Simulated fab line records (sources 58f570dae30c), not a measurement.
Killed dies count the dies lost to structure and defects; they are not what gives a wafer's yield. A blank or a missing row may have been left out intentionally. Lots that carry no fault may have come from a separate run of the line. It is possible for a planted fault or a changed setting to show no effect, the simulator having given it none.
Lot-split experiment + flow berkeley-cmos170 + route with 331 steps; 5 lots, 23 wafers read

== SPLIT DETAILS ==
At UCB170_SILICIDE_SPUTTER_01 (material Ti, target thk 30 nm, time 25 s), the setting power-w was moved away from the recipe's 1500 W on 7 of the 23 wafers read, by -9.3% to +4.3%. The other wafers ran this setting at the recipe's value.

== THE PATH FROM SPLIT TO READING: the file shows 1 step between them ==
- UCB170_SILICIDE_RS_MEAS_02: measures by four-point-probe

== THE READING ==
SILICIDE_TI_THK, in nm, at UCB170_SILICIDE_THK_MEAS_03 (measures by xrf). Fault-free wafers of this fab line usually give 30.24 nm, standard deviation 0.29 nm.

| wafer  | tool, chamber at the split | power-w as run, W | against the recipe | SILICIDE_TI_THK, nm | against lot-mates on the recipe |
|--------|----------------------------|-------------------|--------------------|---------------------|---------------------------------|
| L078.1 | pvd-sputter-01, -          | 1361              | -9.3%              | 27.92               | -2.61                           |
| L078.2 | pvd-sputter-01, -          | 1500              | recipe             | 30.63               | -                               |
| L078.3 | pvd-sputter-01, -          | 1361              | -9.3%              | 27.60               | -2.93                           |
| L078.4 | pvd-sputter-01, -          | 1500              | recipe             | 30.33               | -                               |
| L078.5 | pvd-sputter-01, -          | 1500              | recipe             | 30.63               | -                               |
| L082.1 | pvd-sputter-01, -          | 1396              | -6.9%              | 27.95               | -2.18                           |
| L082.2 | pvd-sputter-01, -          | 1500              | recipe             | 30.06               | -                               |
| L082.3 | pvd-sputter-01, -          | 1500              | recipe             | 30.19               | -                               |
| L082.4 | pvd-sputter-01, -          | 1396              | -6.9%              | 27.84               | -2.29                           |
| L082.5 | pvd-sputter-01, -          | 1396              | -6.9%              | 28.03               | -2.09                           |
| L083.1 | pvd-sputter-02, -          | 1500              | recipe             | 30.65               | -                               |
| L083.2 | pvd-sputter-02, -          | 1500              | recipe             | 30.19               | -                               |
| L083.4 | pvd-sputter-02, -          | 1500              | recipe             | 30.42               | -                               |
| L083.5 | pvd-sputter-02, -          | 1500              | recipe             | 30.46               | -                               |
| L083.6 | pvd-sputter-02, -          | 1500              | recipe             | 30.22               | -                               |
| L085.1 | pvd-sputter-04, -          | 1500              | recipe             | 30.32               | -                               |
| L085.2 | pvd-sputter-04, -          | 1500              | recipe             | 30.11               | -                               |
| L085.3 | pvd-sputter-04, -          | 1565              | +4.3%              | 31.65               | +1.29                           |
| L085.4 | pvd-sputter-04, -          | 1565              | +4.3%              | 31.31               | +0.95                           |
| L085.6 | pvd-sputter-04, -          | 1500              | recipe             | 30.65               | -                               |
| L084.1 | pvd-sputter-02, -          | 1500              | recipe             | 29.74               | -                               |
| L084.5 | pvd-sputter-02, -          | 1500              | recipe             | 29.57               | -                               |
| L084.6 | pvd-sputter-02, -          | 1500              | recipe             | 29.70               | -                               |

FIT RESULTS
A straight line over all 23 wafers: SILICIDE_TI_THK changes by +0.295 nm for each +1% of power-w; r = +0.96; the points scatter about the line by 0.33 nm.
The same after taking each lot's own level away (the mean of its wafers on the recipe; 23 wafers): +0.299 nm for each +1%; r = +0.99; scatter 0.17 nm.
The reading moves by 2.8 nm for the largest change in power-w, on that fit.
Measured against the standard deviation above, the lots' own levels, which go from 29.670 to 30.530 nm, span 3.0 times it.
Hence the lot-to-lot level has little effect on the slope; both slopes agree.
Check: with one of the wafers moved furthest among these (-9.3%) left out of the fit, the line predicts -2.86 nm for it against its lot-mates. Against them it came out at -2.61 nm.

== OTHER SPLITS APPLIED TO THESE WAFERS ==
Other splits were also applied to these wafers ahead of the reading. Each is held against what the fit with the lots' levels taken away leaves over:
| other split on the same wafers   | wafers away from the commonest value | r with SILICIDE_TI_THK (lot level and that fit taken away) |
|----------------------------------|--------------------------------------|------------------------------------------------------------|
| UCB170_SPACER_CVD_00 rf-w        | 10                                   | +0.39                                                      |
| UCB170_PSD_PEB_04 peb-temp-c     | 9                                    | -0.21                                                      |
| UCB170_NSD_COAT_01 resist-thk-nm | 10                                   | -0.11                                                      |
| UCB170_BACKSIDE_STRIP_03 power-w | 7                                    | -0.12                                                      |

== THE WHOLE CHAIN: every reading that the file lists as answering this split, in the file's order ==
| step                        | what it does                             | reading                                                                           | change (the file's fit)               | r (the file's) |
|-----------------------------|------------------------------------------|-----------------------------------------------------------------------------------|---------------------------------------|----------------|
| UCB170_SILICIDE_SPUTTER_01  | material Ti, target thk 30 nm, time 25 s | Ti_of_SILICIDE_SPUTTER_01.thk-nm (the simulator's own value, which no gauge read) | +0.297 nm for each +1% of the setting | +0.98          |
| UCB170_SILICIDE_RS_MEAS_02  | measures by four-point-probe             | SILICIDE_TI_RS                                                                    | -0.322 for each +1% of the setting    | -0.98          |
| UCB170_SILICIDE_THK_MEAS_03 | measures by xrf                          | SILICIDE_TI_THK                                                                   | +0.299 for each +1% of the setting    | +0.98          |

== FILE'S OWN FIT ==
SILICIDE_TI_THK changes by +0.299 nm for each +1% of power-w, r = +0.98.
